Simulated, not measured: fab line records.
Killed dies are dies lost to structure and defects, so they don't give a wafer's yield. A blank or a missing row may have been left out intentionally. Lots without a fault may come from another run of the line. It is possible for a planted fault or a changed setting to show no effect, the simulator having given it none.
Struck lot and sound lot, side by side | flow ritCmos | 21 steps out of a route of 202
Sound: wafers L213.1, L213.3, L213.4. Wafers L221.2, L221.4, L221.6 were the ones struck. At the end, the cause is stated.
Order at every step that has rows: each side's tool, ch and its chambers, its first start. Under that, the readings that differ: sound wafers | struck wafers | difference of the means | sigmas: that difference in standard deviations of wafers without a fault.
alike: readings whose means differ by less than 2 such deviations, and words and numbers that are the same on both sides. not compared: withheld readings, readings that some wafer has no value for, bounds like >300 that may hide the same value, and numbers for which the record gives no deviation and whose values overlap.
Wherever a step has rows on one side only, a row that says differs or no value, or a row with sigmas, the two part there. Non-overlapping numbers with no deviation appear without sigmas and do not part them. A reading that every wafer of one side lacks parts them only if that side has two wafers or more.

first, 2 steps without rows for these wafers: RIT_NSD_HARDBAKE_07 (time 60 s); RIT_NSD_IMPLANT_08.
RIT_NSD_STRIP_09: strips in O2, time 180 s.
  sound on plasmaAsher-03 ch 0,1, day 4 19:12; struck on plasmaAsher-03 ch 0,1, day 6 03:53
  alike: drypumpMotorCurrentA, o2FlowSccm
  not compared: rfHoursCounterH
RIT_NSD_TW_MEAS_10:
  sound: filmMetro-01 at day 4 19:23; struck: filmMetro-03 at day 6 04:04
  alike: NSD_TW
then, 6 steps without rows for these wafers: RIT_PSD_HMDS_00 (prime time 60 s); RIT_PSD_COAT_01 (resist thk 1000 nm); RIT_PSD_SOFTBAKE_02 (time 60 s); RIT_PSD_EXPOSE_03 (exposes mask M10, target cd 40900 nm); RIT_PSD_PEB_04; RIT_PSD_DEVELOP_05 (develop time 50 s).
RIT_PSD_OVL_MEAS_06:
  sound: overlay-01 at day 4 20:25; struck: overlay-01 at day 6 05:06
  alike: PSD_OVL
then, 1 step without rows for these wafers: RIT_PSD_HARDBAKE_07 (time 60 s).
RIT_PSD_IMPLANT_08:
  sound on implanter-04 ch 0, day 4 20:36; struck on implanter-03 ch 0, day 6 05:19
reading                  | sound             | struck            | difference | sigmas
implantIonAmu            | 49 49 49          | 75 75 75          | +26        | 
model.implant.drpNm (nm) | 12.05 12.05 12.05 | 8.906 8.906 8.906 | -3.144     | 
model.implant.rpNm (nm)  | 22.65 22.65 22.65 | 19.67 19.67 19.67 | -2.98      | 
RIT_PSD_STRIP_09: strips in O2, time 180 s.
  sound on plasmaAsher-03 ch 0,1, day 4 20:45; struck on plasmaAsher-03 ch 0,1, day 6 05:26
  alike: drypumpMotorCurrentA, o2FlowSccm
  not compared: rfHoursCounterH
RIT_PSD_TW_MEAS_10:
  sound: filmMetro-03 at day 4 20:56; struck: filmMetro-02 at day 6 05:37
  alike: PSD_TW
then, 3 steps without rows for these wafers: RIT_SDANNEAL_CLEAN_00 (cleans in SC1, time 600 s); RIT_SDANNEAL_CLEAN_01 (cleans in dHF, time 30 s); RIT_SDANNEAL_CLEAN_02 (cleans in SC2, time 600 s).
RIT_SDANNEAL_RTA_03: time 5 s.
  sound on rtpAnneal-02 ch 0, day 4 21:22; struck on rtpAnneal-02 ch 0, day 6 06:04
  alike: wafer_temp_C_max
RIT_SDANNEAL_RS_MEAS_04: uses a four-point probe to measure.
  sound: filmMetro-01 at day 4 21:26; struck: filmMetro-01 at day 6 06:08
reading         | sound                | struck            | difference | sigmas
PSD_RS (ohm/sq) | 116.73 116.35 116.64 | 50.62 50.66 50.62 | -65.94     | -99 or more
RIT_SDANNEAL_RS_MEAS_05: uses a four-point probe to measure.
  sound: filmMetro-01 at day 4 21:33; struck: filmMetro-01 at day 6 06:15
  alike: NSD_RS

WHERE THEY PART
Only at RIT_SDANNEAL_RS_MEAS_04, as far as this record shows. Later steps at which nothing parts them and some readings are alike: RIT_SDANNEAL_RS_MEAS_05.

WHY: the cause the simulator had injected
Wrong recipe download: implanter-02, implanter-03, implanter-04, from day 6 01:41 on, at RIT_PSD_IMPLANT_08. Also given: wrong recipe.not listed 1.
